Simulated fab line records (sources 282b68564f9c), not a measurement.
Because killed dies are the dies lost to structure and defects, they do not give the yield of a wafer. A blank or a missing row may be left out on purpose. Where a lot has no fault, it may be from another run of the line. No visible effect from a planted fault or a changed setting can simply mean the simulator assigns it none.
Which tool is to blame? / flow rit cmos / 42 wafers sampled from 14 lots at 1 step of a route of 202

WHAT EACH GAUGE READ, for each wafer
Not one reading of a measure or inspect step in the record can be checked against a usual standard deviation.

EACH LOT AND THE TOOL THAT RAN IT (in order: tool; ch and the chambers of the sampled wafers; start)
lot=L466; RIT_NSD_HARDBAKE_07=litho track-02 ch 0, day 3 05:56
lot=L467; RIT_NSD_HARDBAKE_07=litho track-01 ch 0, day 3 07:17
lot=L468; RIT_NSD_HARDBAKE_07=litho track-03 ch 0, day 3 13:57
lot=L469; RIT_NSD_HARDBAKE_07=litho track-01 ch 0, day 3 16:17
lot=L471; RIT_NSD_HARDBAKE_07=litho track-02 ch 0, day 4 04:56
lot=L472; RIT_NSD_HARDBAKE_07=litho track-02 ch 0, day 4 11:40
lot=L473; RIT_NSD_HARDBAKE_07=litho track-01 ch 0, day 4 17:08
lot=L474; RIT_NSD_HARDBAKE_07=litho track-02 ch 0, day 4 23:47
lot=L475; RIT_NSD_HARDBAKE_07=litho track-01 ch 0, day 5 02:26
lot=L482; RIT_NSD_HARDBAKE_07=litho track-03 ch 0, day 6 12:22
lot=L484; RIT_NSD_HARDBAKE_07=litho track-02 ch 0, day 6 22:27
lot=L486; RIT_NSD_HARDBAKE_07=litho track-02 ch 0, day 7 09:16
lot=L487; RIT_NSD_HARDBAKE_07=litho track-01 ch 0, day 7 13:15
lot=L489; RIT_NSD_HARDBAKE_07=litho track-03 ch 0, day 8 09:31
- RIT_NSD_HARDBAKE_07: time 60 s.

AS READ BY THE TOOLS THEMSELVES (means over the sampled wafers that have a number; for cases with no such wafer, the mark the record gives instead)
RIT_NSD_HARDBAKE_07. Usual: heater power total W 62.54 W, standard deviation 0.047; plate temp C 140.00 C, standard deviation 0.13.
lot=L466; tool=litho track-02; heater power total W (W)=62.52; plate temp C (C)=139.87; flag=
lot=L467; tool=litho track-01; heater power total W (W)=62.58; plate temp C (C)=139.89; flag=
lot=L468; tool=litho track-03; heater power total W (W)=62.56; plate temp C (C)=140.12; flag=
lot=L469; tool=litho track-01; heater power total W (W)=62.49; plate temp C (C)=140.01; flag=
lot=L471; tool=litho track-02; heater power total W (W)=62.51; plate temp C (C)=139.90; flag=
lot=L472; tool=litho track-02; heater power total W (W)=62.56; plate temp C (C)=140.09; flag=
lot=L473; tool=litho track-01; heater power total W (W)=62.56; plate temp C (C)=140.00; flag=
lot=L474; tool=litho track-02; heater power total W (W)=62.55; plate temp C (C)=139.90; flag=
lot=L475; tool=litho track-01; heater power total W (W)=62.50; plate temp C (C)=140.08; flag=
lot=L482; tool=litho track-03; heater power total W (W)=62.55; plate temp C (C)=139.88; flag=
lot=L484; tool=litho track-02; heater power total W (W)=58.87; plate temp C (C)=133.78; flag=OFF
lot=L486; tool=litho track-02; heater power total W (W)=58.87; plate temp C (C)=133.79; flag=OFF
lot=L487; tool=litho track-01; heater power total W (W)=62.57; plate temp C (C)=139.95; flag=
lot=L489; tool=litho track-03; heater power total W (W)=62.51; plate temp C (C)=139.99; flag=

THE ANSWER, worked out from the rows above alone
Rule: a lot counts as off when the mean over its wafers that have a number is more than 3 standard deviations away from the usual mean. Also off: a lot with no number at a reading for which 4 or more lots have one. Where the step has rows for the other lots, those lots are counted as sound. The gauges are gone through in route order, then the tools' own readings, and for those a lot's mean is taken as printed above. The first step at which some lot is off is used, and at that step the reading that is off furthest; a lot without a number counts as furthest.
Off: L484, L486, at RIT_NSD_HARDBAKE_07 (heater power total W).
If a tool, at that step or one of the process steps before it, ran each lot that is off and ran no sound lot following the first of them, it fits. One fits: RIT_NSD_HARDBAKE_07 on litho track-02. Its last sound lot is L474 (day 4 23:47), its first lot that is off L484 (day 6 22:27): a fault that began between those two fits.
The tool's own readings at RIT_NSD_HARDBAKE_07 bear it out: on the lots that are off they differ by more than 5 times the standard deviation of the sound lots' means. heater power total W reads 58.87 W there against 62.54 W on the sound lots; plate temp C reads 133.78 C there against 139.97 C on the sound lots.

WHAT THE SIMULATOR PUT IN
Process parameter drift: litho track-02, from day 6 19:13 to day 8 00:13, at RIT_NSD_HARDBAKE_07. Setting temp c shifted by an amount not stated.
Struck lots among those shown: L484, L486. Same finding as the rule above.
